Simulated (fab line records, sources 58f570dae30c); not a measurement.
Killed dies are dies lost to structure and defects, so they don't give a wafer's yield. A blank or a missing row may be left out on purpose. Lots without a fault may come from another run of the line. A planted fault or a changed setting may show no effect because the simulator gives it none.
Which tool did it? | flow berkeley_cmos170 | 14 lots, 42 wafers sampled, at 2 steps of a route of 331

WHAT THE GAUGES READ, wafer by wafer
The record holds no reading of a measuring or inspecting step that can be judged against a usual standard deviation.

WHICH TOOL RAN EACH LOT (tool, then ch and the chambers of the sampled wafers, then the start)
lot  | UCB170_PFIELD_COAT_01            | UCB170_PFIELD_STRIP_08
L680 | litho_track-01 ch 0, day 4 07:07 | plasma_asher-02 ch 0,1, day 4 08:07
L682 | litho_track-02 ch 0, day 4 14:51 | plasma_asher-02 ch 0,1, day 4 15:51
L681 | litho_track-03 ch 0, day 4 15:07 | plasma_asher-01 ch 0,1, day 4 15:59
L683 | litho_track-02 ch 0, day 4 19:16 | plasma_asher-04 ch 0,1, day 4 20:22
L685 | litho_track-03 ch 0, day 5 00:04 | plasma_asher-02 ch 0,1, day 5 01:22
L686 | litho_track-03 ch 0, day 5 13:01 | plasma_asher-04 ch 0,1, day 5 14:12
L690 | litho_track-03 ch 0, day 6 14:35 | plasma_asher-02 ch 0,1, day 6 15:59
L693 | litho_track-01 ch 0, day 7 00:49 | plasma_asher-02 ch 0,1, day 7 01:49
L694 | litho_track-01 ch 0, day 7 11:50 | plasma_asher-02 ch 0,1, day 7 12:58
L695 | litho_track-02 ch 0, day 8 02:15 | plasma_asher-02 ch 0,1, day 8 03:07
L699 | litho_track-01 ch 0, day 8 07:05 | plasma_asher-01 ch 0,1, day 8 08:34
L698 | litho_track-02 ch 0, day 8 07:17 | plasma_asher-02 ch 0,1, day 8 08:44
L701 | litho_track-02 ch 0, day 8 17:50 | plasma_asher-04 ch 0,1, day 8 19:26
L703 | litho_track-02 ch 0, day 8 23:50 | plasma_asher-02 ch 0,1, day 9 00:51
- UCB170_PFIELD_COAT_01: resist thk 900 nm.
- UCB170_PFIELD_STRIP_08: strips in O2.

WHAT THE TOOLS THEMSELVES READ (means of the sampled wafers that have a number; where no wafer has one, the mark that the record gives instead)
UCB170_PFIELD_COAT_01.
lot  | tool           | dispense_pressure_kPa (kPa)
L680 | litho_track-01 | 51.9
L682 | litho_track-02 | 50.9
L681 | litho_track-03 | 49.4
L683 | litho_track-02 | 50.9
L685 | litho_track-03 | 49.4
L686 | litho_track-03 | 49.4
L690 | litho_track-03 | 49.4
L693 | litho_track-01 | 52.0
L694 | litho_track-01 | 52.0
L695 | litho_track-02 | 50.9
L699 | litho_track-01 | 51.9
L698 | litho_track-02 | 50.9
L701 | litho_track-02 | 50.9
L703 | litho_track-02 | 50.9

UCB170_PFIELD_STRIP_08.
lot  | tool            | drypump_motor_current_A (A) | oes_product_au (a.u.) | strip_time_to_endpoint_s (s)
L680 | plasma_asher-02 | 5.67                        | 0.738                 | 21.58
L682 | plasma_asher-02 | 5.66                        | 0.733                 | 21.61
L681 | plasma_asher-01 | 5.47                        | 0.736                 | 21.66
L683 | plasma_asher-04 | 6.04                        | 0.737                 | 21.70
L685 | plasma_asher-02 | 5.55                        | 0.734                 | 21.67
L686 | plasma_asher-04 | 5.94                        | 0.734                 | 23.24
L690 | plasma_asher-02 | 5.52                        | 0.734                 | 23.30
L693 | plasma_asher-02 | 5.51                        | 0.737                 | 21.64
L694 | plasma_asher-02 | 5.53                        | 0.736                 | 21.52
L695 | plasma_asher-02 | 5.67                        | 0.739                 | 21.65
L699 | plasma_asher-01 | 5.48                        | 0.735                 | 21.51
L698 | plasma_asher-02 | 5.69                        | 0.730                 | 21.72
L701 | plasma_asher-04 | 5.95                        | 0.735                 | 21.67
L703 | plasma_asher-02 | 5.65                        | 0.735                 | 21.77

THE ANSWER, worked out from the rows above alone
Rule: what is usual is taken from the lots themselves. Put in order of their means at a reading, lots are off if they are a third of the lots or fewer, leave a main group of 4 or more, and stand apart from it by a gap of 3 or more times the standard deviation of the main group's means; of several such gaps the widest counts. A main group whose means are all the same, to the digits that the tables above print for the reading, isn't used. A lot without any number at a reading at which 4 lots or more have one is off too. The other lots that the step has rows for count as sound. The gauges are gone through in route order, then the tools' own readings, and for those a lot's mean is taken as printed above. The first step at which some lot is off is used, and at that step the reading that is off furthest; a lot without a number counts as furthest.
Off: L686, L690, at UCB170_PFIELD_STRIP_08 (strip_time_to_endpoint_s). The main group: mean 21.64 s, standard deviation 0.074.
A tool fits if, at that step or a process step before it, it ran every lot that is off, and no sound lot after the first of them. One fits: litho_track-03 at UCB170_PFIELD_COAT_01. Its last sound lot is L685 (day 5 00:04), its first lot that is off L686 (day 5 13:01): a fault that began between those two fits.

WHAT THE SIMULATOR HAD PUT IN
Process parameter drift: litho_track-03, from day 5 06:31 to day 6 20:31, at UCB170_PFIELD_COAT_01. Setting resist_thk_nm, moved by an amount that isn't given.
Lots struck among those shown: L686, L690. The rule above found the same.
